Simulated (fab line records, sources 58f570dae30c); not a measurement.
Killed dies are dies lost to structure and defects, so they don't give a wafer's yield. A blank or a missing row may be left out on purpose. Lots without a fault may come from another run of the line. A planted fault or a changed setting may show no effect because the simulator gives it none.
Chamber matching | flow berkeley_cmos170 | UCB170_V1_CMP_02 on cmp-01: 4 sister chambers
The step polishes SiO2. 14 wafers are shown with their chamber, then 7 later ones without.

WAFERS WITH THEIR CHAMBER
wafer  | chamber | motor_current_A (A) | slurry_filter_dp_kPa (kPa)
L860.1 | 0       | 19.4                | 13.46
L860.3 | 3       | 19.2                | 13.36
L860.4 | 2       | 15.6                | 13.52
L857.2 | 1       | 20.0                | 13.55
L857.3 | 2       | 15.3                | 13.36
L857.5 | 1       | 20.8                | 13.47
L873.2 | 0       | 18.8                | 13.45
L873.4 | 1       | 20.5                | 13.33
L873.5 | 3       | 17.9                | 13.55
L875.3 | 1       | 20.8                | 13.49
L875.4 | 2       | 15.8                | 13.39
L875.5 | 2       | 14.7                | 13.62
L876.1 | 3       | 18.1                | 13.48
L876.4 | 0       | 18.6                | 13.50

SIGNATURES (means of the wafers above)
reading              | chamber 0 | chamber 1 | chamber 2 | chamber 3 | scatter within a chamber
motor_current_A      | 18.933    | 20.525    | 15.350    | 18.400    | 0.494
slurry_filter_dp_kPa | 13.4700   | 13.4600   | 13.4725   | 13.4633   | 0.0945
Rule: a wafer's distance from a chamber is the root of the sum, over the readings, of the square of ((its reading less the chamber's mean) divided by the reading's scatter). The wafer belongs to the nearest chamber; if the next one is less than 2 further off, it can't be placed. The scatter: the root of (the sum of the squares of (reading less its chamber's mean) over the shown wafers, divided by (wafers less chambers)).

WAFERS WITHOUT THEIR CHAMBER
wafer  | motor_current_A (A) | slurry_filter_dp_kPa (kPa)
L876.5 | 18.7                | 13.39
L877.2 | 18.0                | 13.29
L877.3 | 14.9                | 13.25
L877.5 | 18.6                | 13.42
L879.1 | 14.4                | 13.66
L879.2 | 18.8                | 13.60
L879.3 | 20.0                | 13.76

WHICH CHAMBER EACH WENT THROUGH
wafer  | from the rows above          | in truth
L876.5 | can't be placed: 0 or 3      | 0
L877.2 | can't be placed: 3 or 0      | 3
L877.3 | 2                            | 2
L877.5 | can't be placed: 3 or 0      | 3
L879.1 | 2                            | 2
L879.2 | can't be placed: 0 or 3      | 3
L879.3 | can't be placed: 1 or 0 or 3 | 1
Placed correctly: 2 of 7. Can't be placed from these rows: 5 (the true chamber is among the candidates in 5). Placed wrongly: 0.
